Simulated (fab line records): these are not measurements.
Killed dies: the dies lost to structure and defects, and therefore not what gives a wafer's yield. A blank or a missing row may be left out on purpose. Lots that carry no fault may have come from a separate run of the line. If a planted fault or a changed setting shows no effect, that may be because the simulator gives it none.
Split-lot study | flow rit_cmos | 23 wafers read from 5 lots, route of 202 steps

## ON THE SPLIT
At RIT_CONTACT_SOFTBAKE_04 (time 60 s), the setting temp_c was moved away from the recipe's 90 C on 8 of the 23 wafers read, by +1.9% to +3.6%. This setting was run at the recipe's value on the other wafers.

The reading comes from the split's own step.

## THE READING
NOVOLAK_of_CONTACT_COAT_03.thk_nm (the simulator's own value, which no gauge read), in nm, at RIT_CONTACT_SOFTBAKE_04 (time 60 s). No usual value for it is given in the file. Across the 15 wafers here that went through the recipe, the average is 1001.7 nm and the standard deviation 2.5 nm.

wafer  | tool, chamber at the split | temp_c as run, C | against the recipe | NOVOLAK_of_CONTACT_COAT_03.thk_nm, nm | against lot-mates on the recipe
L074.1 | litho_track-03, 0          | 92.27            | +2.5%              | 994.2                                 | -6.6
L074.2 | litho_track-03, 0          | 90               | recipe             | 1002                                  | -
L074.3 | litho_track-03, 0          | 92.27            | +2.5%              | 993.4                                 | -7.4
L074.4 | litho_track-03, 0          | 90               | recipe             | 999.4                                 | -
L074.5 | litho_track-03, 0          | 90               | recipe             | 1001                                  | -
L077.2 | litho_track-03, 0          | 91.68            | +1.9%              | 996.5                                 | -3.0
L077.3 | litho_track-03, 0          | 91.68            | +1.9%              | 993.7                                 | -5.8
L077.4 | litho_track-03, 0          | 91.68            | +1.9%              | 996.7                                 | -2.8
L077.5 | litho_track-03, 0          | 90               | recipe             | 999.9                                 | -
L077.6 | litho_track-03, 0          | 90               | recipe             | 999.2                                 | -
L078.1 | litho_track-04, 0          | 93.24            | +3.6%              | 991.1                                 | -6.9
L078.3 | litho_track-04, 0          | 93.24            | +3.6%              | 994.1                                 | -3.9
L078.4 | litho_track-04, 0          | 93.24            | +3.6%              | 988.6                                 | -9.4
L078.5 | litho_track-04, 0          | 90               | recipe             | 998.2                                 | -
L078.6 | litho_track-04, 0          | 90               | recipe             | 997.9                                 | -
L082.1 | litho_track-03, 0          | 90               | recipe             | 1005                                  | -
L082.5 | litho_track-03, 0          | 90               | recipe             | 1005                                  | -
L082.3 | litho_track-03, 0          | 90               | recipe             | 1002                                  | -
L082.4 | litho_track-03, 0          | 90               | recipe             | 1003                                  | -
L082.6 | litho_track-03, 0          | 90               | recipe             | 1006                                  | -
L085.2 | litho_track-04, 0          | 90               | recipe             | 1003                                  | -
L085.5 | litho_track-04, 0          | 90               | recipe             | 1000                                  | -
L085.6 | litho_track-04, 0          | 90               | recipe             | 1004                                  | -

THE FIT
A straight line over all 23 wafers: NOVOLAK_of_CONTACT_COAT_03.thk_nm changes by -2.99 nm for each +1% of temp_c; r = -0.87; the points scatter about the line by 2.4 nm.
The same after taking each lot's own level away (the mean of its wafers on the recipe; 23 wafers): -2.08 nm for each +1%; r = -0.88; scatter 1.6 nm.
Per that fit: largest temp_c move, reading shift of 7.5 nm.
The lots' own levels span 998.05 to 1004.20 nm, that is 2.5 times the standard deviation above.
Hence the slope depends on the lot-to-lot level, as the two fits are not the same.
Check: for one of the wafers moved furthest among these (+3.6%), held out of the fit, the line's prediction against its lot-mates is -7.72 nm. Against them it came out at -6.95 nm.

## OTHER SPLITS APPLIED TO THESE WAFERS
These wafers also went through other splits before the reading. Each is held against what the fit with the lots' levels taken away leaves over:
other split on the same wafers | wafers away from the commonest value | r with NOVOLAK_of_CONTACT_COAT_03.thk_nm (lot level and that fit taken away)
RIT_PLDD_IMPLANT_08 dose_cm2   | 7                                    | +0.06
RIT_NSD_COAT_01 spin_rpm       | 12                                   | +0.01
RIT_NSD_IMPLANT_08 energy_kev  | 9                                    | -0.09
RIT_SDANNEAL_RTA_03 time_s     | 6                                    | +0.02

## THE FILE'S OWN FIT
NOVOLAK_of_CONTACT_COAT_03.thk_nm changes by -2.19 nm for each +1% of temp_c, r = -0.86.
